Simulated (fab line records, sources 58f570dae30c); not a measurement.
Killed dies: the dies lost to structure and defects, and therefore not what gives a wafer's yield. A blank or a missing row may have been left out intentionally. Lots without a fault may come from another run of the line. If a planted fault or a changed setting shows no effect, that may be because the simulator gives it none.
Struck lot and sound lot, side by side :: flow berkeleyCmos170 :: 43 out of 331 route steps
Sound: wafers L624.1, L624.3, L624.5. Wafers L621.1, L621.4, L621.5 were the ones struck. The cause is named last.
At each step with rows: each side's tool, then ch and its chambers, then its first start. Under that, the readings that differ: sound wafers :: struck wafers :: difference of the means :: sigmas: that difference in standard deviations of wafers without a fault.
alike: same words and numbers on both sides, and readings whose means sit less than 2 such deviations apart. not compared: any withheld reading, any reading some wafer has no value for, any bound like >300 that may hide the same value, and any number with overlapping values for which the record gives no deviation.
The two part at a step that has a row with sigmas, a row that says differs or no value, or rows on one side only. When numbers do not overlap yet have no deviation, they are printed without sigmas and do not part them. Lack of a reading on every wafer of one side parts them only where that side has two or more wafers.

first, 1 step without rows for these wafers: UCB170_GATE_ETCH_15 (etches poly-Si in HBr/Cl2, stops on SiO2, time 56.3 s, target depth 278.2 nm).
UCB170_GATE_STRIP_16: strips in O2.
  sound on plasmaAsher-04 ch 1, day 10 03:37; struck on plasmaAsher-03 ch 0,1, day 9 03:50
  alike: drypumpMotorCurrentA, oesProductAu
  not compared: rfHoursCounterH
UCB170_GATE_CD_MEAS_90: target cd 350 nm.
  struck on cdSem-02, day 9 03:57; sound on cdSem-02, day 10 03:44
  alike: cdNm
then, 7 steps without rows for these wafers: UCB170_GATE_CLEAN_17 (cleans in SPM, time 600 s); UCB170_PLDD_HMDS_00 (prime time 60 s); UCB170_PLDD_COAT_01 (resist thk 900 nm); UCB170_PLDD_SOFTBAKE_02 (time 60 s); UCB170_PLDD_EXPOSE_03 (exposes mask PSELECT, target cd 1200 nm); UCB170_PLDD_PEB_04; UCB170_PLDD_DEVELOP_05 (develop time 45 s).
UCB170_PLDD_CD_MEAS_06: target cd 1200 nm.
  struck on cdSem-01, day 9 05:26; sound on cdSem-01, day 10 08:43
reading: cdNm (nm)
sound: 1201.8 1202.3 1201.9
struck: 1199.0 1199.6 1199.9
difference: -2.5
sigmas: -2
UCB170_PLDD_OVL_MEAS_07:
  struck on overlay-02, day 9 05:34; sound on overlay-02, day 10 08:50
  alike: PLDD_OVL
UCB170_PLDD_IMPLANT_08:
  sound on implanter-01 ch 0, day 10 08:52; struck on implanter-02 ch 0, day 9 05:36
reading: beamOnS (s)
sound: 9.82 10.03 10.16
struck: 15.96 16.13 16.18
difference: +6.09
sigmas: +29

reading: doseIonsCm2
sound: 5e+13 5e+13 5.004e+13
struck: 9.764e+13 9.767e+13 9.758e+13
difference: +4.762e+13
sigmas: +99 or more

reading: faradayCurrentUA
sound: 161 158 156
struck: 194 193 191
difference: +34
sigmas: +10
after that, 1 step had no rows for these wafers: UCB170_PLDD_IMPLANT_09.
UCB170_PLDD_STRIP_10: strips in O2.
  sound on plasmaAsher-03 ch 0,1, day 10 09:10; struck on plasmaAsher-03 ch 0,1, day 9 05:54
  alike: drypumpMotorCurrentA, oesProductAu, stripTimeToEndpointS
  not compared: rfHoursCounterH
UCB170_PLDD_TW_MEAS_11:
  struck on filmMetro-03, day 9 06:13; sound on filmMetro-02, day 10 09:16
reading: PLDD_TW
sound: 1001 1000 1001
struck: 1149 1149 1147
difference: +148
sigmas: +15
  not compared: hold
then, 6 steps without rows for these wafers: UCB170_NLDD_HMDS_00 (prime time 60 s); UCB170_NLDD_COAT_01 (resist thk 900 nm); UCB170_NLDD_SOFTBAKE_02 (time 60 s); UCB170_NLDD_EXPOSE_03 (exposes mask NSELECT, target cd 1200 nm); UCB170_NLDD_PEB_04; UCB170_NLDD_DEVELOP_05 (develop time 45 s).
UCB170_NLDD_CD_MEAS_06: target cd 1200 nm.
  struck on cdSem-01, day 9 11:55; sound on cdSem-02, day 10 13:03
  alike: cdNm
UCB170_NLDD_OVL_MEAS_07:
  struck on overlay-01, day 9 12:02; sound on overlay-02, day 10 13:10
  alike: NLDD_OVL
then, 2 steps without rows for these wafers: UCB170_NLDD_IMPLANT_08; UCB170_NLDD_IMPLANT_09.
UCB170_NLDD_STRIP_10: strips in O2.
  sound on plasmaAsher-01 ch 0,1, day 10 13:31; struck on plasmaAsher-02 ch 0,1, day 9 12:22
  alike: drypumpMotorCurrentA, oesProductAu, stripTimeToEndpointS
  not compared: rfHoursCounterH
UCB170_NLDD_TW_MEAS_11:
  struck on filmMetro-01, day 9 12:28; sound on filmMetro-03, day 10 13:37
  alike: NLDD_TW
then, 1 step without rows for these wafers: UCB170_NLDD_CLEAN_12 (cleans in SPM, time 600 s).
UCB170_SPACER_CVD_00: deposits SiO2 from TEOS/O2, target thk 376 nm, time 47 s.
  sound on pecvd-02 ch 0,2, day 10 13:52; struck on pecvd-02 ch 0,1, day 9 12:42
  alike: heaterPowerW
UCB170_SPACER_THK_MEAS_01:
  struck on filmMetro-02, day 9 12:45; sound on filmMetro-04, day 10 13:54
  alike: SPACER_TEOS_THK
then, 1 step without rows for these wafers: UCB170_SPACER_ANNEAL_02 (time 1800 s).
UCB170_SPACER_ETCHBACK_03: etches SiO2 in CHF3/CF4/Ar, stops on Si, target depth 376 nm, time 100 s.
  sound on rieDiel-04 ch 2,3, day 10 18:08; struck on rieDiel-03 ch 0,1,3, day 9 15:04
  alike: drypumpMotorCurrentA, oesProductAu, throttleValvePct
  not compared: rfHoursCounterH
then, 6 steps without rows for these wafers: UCB170_PSD_HMDS_00 (prime time 60 s); UCB170_PSD_COAT_01 (resist thk 900 nm); UCB170_PSD_SOFTBAKE_02 (time 60 s); UCB170_PSD_EXPOSE_03 (exposes mask PSELECT MOD, target cd 1200 nm); UCB170_PSD_PEB_04; UCB170_PSD_DEVELOP_05 (develop time 45 s).
UCB170_PSD_CD_MEAS_06: target cd 1200 nm.
  struck on cdSem-01, day 9 16:47; sound on cdSem-02, day 10 19:32
  alike: cdNm
UCB170_PSD_OVL_MEAS_07:
  struck on overlay-01, day 9 16:55; sound on overlay-01, day 10 19:39
  alike: PSD_OVL
UCB170_SDANNEAL_RS_MEAS_04: measurement is done with a four-point probe.
  struck on filmMetro-03, day 9 21:23; sound on filmMetro-01, day 11 00:03
reading: PLDD_RS (ohm/sq)
sound: 1028 1030 1029
struck: 762 764 763
difference: -266
sigmas: -86
  not compared: hold
UCB170_M3_PROBE_99:
  the record has rows for the sound wafers here (prober-02, day 11 21:51) and none for the struck ones

WHERE THEY PART
Earliest at UCB170_PLDD_CD_MEAS_06; latest, in this record, at UCB170_M3_PROBE_99.

WHY: whatever the simulator had introduced
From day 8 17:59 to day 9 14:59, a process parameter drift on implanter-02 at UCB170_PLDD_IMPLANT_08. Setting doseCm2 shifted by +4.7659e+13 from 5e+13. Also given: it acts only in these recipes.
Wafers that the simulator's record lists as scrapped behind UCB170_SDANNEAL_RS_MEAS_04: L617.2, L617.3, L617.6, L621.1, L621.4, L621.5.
